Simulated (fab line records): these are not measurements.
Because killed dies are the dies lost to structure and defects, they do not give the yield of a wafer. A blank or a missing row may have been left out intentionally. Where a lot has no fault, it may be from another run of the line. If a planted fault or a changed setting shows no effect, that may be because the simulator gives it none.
A lot that was struck, set against a sound lot / flow berkeley_cmos170 / 17 steps out of a route of 331
Sound: these wafers, L145.2, L145.3, L145.5. Struck: wafers L140.3, L140.5, L140.6. The cause comes at the end.
Order at every step that has rows: each side's tool, ch and its chambers, its first start. Under that, the readings that differ: sound wafers / struck wafers / difference of the means / sigmas: that difference in standard deviations of wafers without a fault.
alike: readings with means less than 2 such deviations apart, plus words and numbers identical on both sides. not compared: withheld readings, readings lacking a value on some wafer, bounds such as >300 that could conceal the same value, and numbers that have no deviation in the record and whose values overlap.
Wherever a step has rows on one side only, a row that says differs or no value, or a row with sigmas, the two part there. When numbers do not overlap yet have no deviation, they are printed without sigmas and do not part them. Lack of a reading on every wafer of one side parts them only where that side has two or more wafers.

first, 3 steps without rows for these wafers: UCB170_ACTIVE_EXPOSE_10 (exposes mask ACTIVE, target cd 1200 nm); UCB170_ACTIVE_PEB_11; UCB170_ACTIVE_DEVELOP_12 (develop time 45 s).
UCB170_ACTIVE_CD_MEAS_13: target cd 1200 nm.
  sound on cd_sem-02, day 8 20:17; struck on cd_sem-01, day 8 05:44
  alike: cd_nm
UCB170_ACTIVE_OVL_MEAS_14:
  sound on overlay-02, day 8 20:23; struck on overlay-02, day 8 05:49
  alike: ACTIVE_OVL
UCB170_ACTIVE_ETCH_15: etches Si3N4 in CH3F/Ar/O2, stops on SiO2, target depth 242 nm, time 151 s.
  sound on rie_diel-03 ch 1,2, day 8 20:25; struck on rie_diel-03 ch 1,2, day 8 05:50
  alike: O2_flow_sccm, drypump_motor_current_A, oes_product_au, throttle_valve_pct
  not compared: rf_hours_counter_h
UCB170_ACTIVE_STRIP_16: strips in O2.
  sound on plasma_asher-02 ch 0,1, day 8 20:31; struck on plasma_asher-01 ch 0,1, day 8 05:59
  alike: drypump_motor_current_A, oes_product_au, strip_time_to_endpoint_s
  not compared: rf_hours_counter_h
UCB170_ACTIVE_CD_MEAS_90: target cd 1200 nm.
  sound on cd_sem-02, day 8 20:38; struck on cd_sem-02, day 8 06:05
  alike: cd_nm
then, 4 steps without rows for these wafers: UCB170_ACTIVE_CLEAN_17 (cleans in SPM, time 600 s); UCB170_PFIELD_HMDS_00 (prime time 60 s); UCB170_PFIELD_COAT_01 (resist thk 900 nm); UCB170_PFIELD_SOFTBAKE_02 (time 60 s).
UCB170_PFIELD_EXPOSE_03: exposes mask PFIELD, target cd 1500 nm.
  sound on krf_scanner-02 ch 0, day 9 01:00; struck on krf_scanner-01 ch 0, day 8 08:08
reading=model.PFIELD.overlay_x_nm (nm); sound=-2.523 -2.523 -2.523; struck=495.2 495.2 495.2; difference=+497.7; sigmas=
  alike: mask
then, 2 steps without rows for these wafers: UCB170_PFIELD_PEB_04; UCB170_PFIELD_DEVELOP_05 (develop time 45 s).
UCB170_PFIELD_OVL_MEAS_06:
  sound on overlay-01, day 9 01:31; struck on overlay-02, day 8 09:27
reading=PFIELD_OVL (nm); sound=-2 1 1; struck=499 506 507; difference=+504; sigmas=+99 or more
  not compared: hold
next, for these wafers, 1 step has no rows: UCB170_M3_PROBE_99.

WHERE THEY PART
UCB170_PFIELD_OVL_MEAS_06 only, going by this record.

WHY: what the simulator had put in
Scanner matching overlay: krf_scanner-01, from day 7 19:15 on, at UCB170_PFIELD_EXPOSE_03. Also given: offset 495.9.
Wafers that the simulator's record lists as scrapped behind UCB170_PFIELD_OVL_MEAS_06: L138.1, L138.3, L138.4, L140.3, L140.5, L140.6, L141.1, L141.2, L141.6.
